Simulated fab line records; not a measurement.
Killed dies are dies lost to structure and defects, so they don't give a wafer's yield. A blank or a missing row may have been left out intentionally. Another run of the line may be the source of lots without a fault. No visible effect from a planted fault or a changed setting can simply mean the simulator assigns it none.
A lot that was struck, set against a sound lot + flow berkeleyCmos170 + 14 out of 331 route steps
Sound: these wafers, L733.2, L733.3, L733.5. Wafers struck: L735.1, L735.5, L735.6. Last of all comes the cause.
For every step that has rows: the tool of each side, followed by ch and its chambers, followed by its first start. Under that, the readings that differ: sound wafers + struck wafers + difference of the means + sigmas: that difference in standard deviations of wafers without a fault.
alike: readings with means less than 2 such deviations apart, plus words and numbers identical on both sides. not compared: withheld readings, readings lacking a value on some wafer, bounds such as >300 that could conceal the same value, and numbers that have no deviation in the record and whose values overlap.
A row with sigmas, a row that says differs or no value, or rows on one side alone: a step with any of these is where the two part. Numbers that have no deviation but don't overlap get no sigmas and don't part them. A reading missing from all wafers of one side parts the sides only when that side holds two or more wafers.

UCB170_BACKSIDE_STRIP_03: strips in O2.
  sound on plasmaAsher-03 ch 0,1, day 6 19:09; struck on plasmaAsher-02 ch 0,1, day 7 08:34
  alike: drypumpMotorCurrentA, o2FlowSccm, oesProductAu, stripTimeToEndpointS
  not compared: rfHoursCounterH
then, 1 step without rows for these wafers: UCB170_BACKSIDE_CLEAN_04 (cleans in SPM, time 600 s).
UCB170_SDANNEAL_RTA_00: time 10 s.
  sound on rtpAnneal-01 ch 0, day 6 19:26; struck on rtpAnneal-01 ch 0, day 7 08:51
  alike: annealTempCMax, chamberO2Ppm, lampPowerPct, wafer_temp_C_max
UCB170_SDANNEAL_RTA_01: time 5 s.
  sound on rtpAnneal-01 ch 0, day 6 19:30; struck on rtpAnneal-01 ch 0, day 7 08:55
  alike: annealTempCMax, chamberO2Ppm, lampPowerPct, wafer_temp_C_max
UCB170_SDANNEAL_RS_MEAS_02: a four-point-probe measurement.
  sound: filmMetro-01 at day 6 19:35; struck: filmMetro-02 at day 7 08:58
  alike: PSD_RS
UCB170_SDANNEAL_RS_MEAS_03: a four-point-probe measurement.
  sound: filmMetro-01 at day 6 19:42; struck: filmMetro-02 at day 7 09:05
  alike: NSD_RS
UCB170_SDANNEAL_RS_MEAS_04: a four-point-probe measurement.
  sound: filmMetro-01 at day 6 19:49; struck: filmMetro-02 at day 7 09:13
  alike: PLDD_RS
UCB170_SDANNEAL_RS_MEAS_05: a four-point-probe measurement.
  sound: filmMetro-01 at day 6 19:56; struck: filmMetro-02 at day 7 09:20
  alike: NLDD_RS
then, 1 step without rows for these wafers: UCB170_SILICIDE_PRE_CLEAN_00 (preclean etch time 60 s).
UCB170_SILICIDE_SPUTTER_01: material Ti, target thk 30 nm, time 25 s.
  sound: pvdSputter-02 at day 6 20:07; struck: pvdSputter-02 at day 7 09:31
  alike: throttleValvePct
UCB170_SILICIDE_RS_MEAS_02: a four-point-probe measurement.
  sound: filmMetro-03 at day 6 20:13; struck: filmMetro-04 at day 7 09:33
  alike: SILICIDE_TI_RS
UCB170_SILICIDE_THK_MEAS_03: measures by xrf.
  sound: filmMetro-03 at day 6 20:20; struck: filmMetro-04 at day 7 09:40
  alike: SILICIDE_TI_THK
UCB170_SILICIDE_RTA_04: time 15 s.
  struck on rtpAnneal-01, day 7 09:44; sound on rtpAnneal-01 ch 0, day 6 20:23
  no value came back on the struck wafers for annealTempCMax, chamberO2Ppm, lampPowerPct (%), wafer_temp_C_max; on the sound wafers annealTempCMax reads 652.4 653.0 652.6
then, 1 step without rows for these wafers: UCB170_SILICIDE_WET_ETCH_05 (etches Ti in SPM, time 45 s).

== WHERE THEY PART ==
Only at UCB170_SILICIDE_RTA_04, as far as this record shows.

WHY: what had been put in by the simulator
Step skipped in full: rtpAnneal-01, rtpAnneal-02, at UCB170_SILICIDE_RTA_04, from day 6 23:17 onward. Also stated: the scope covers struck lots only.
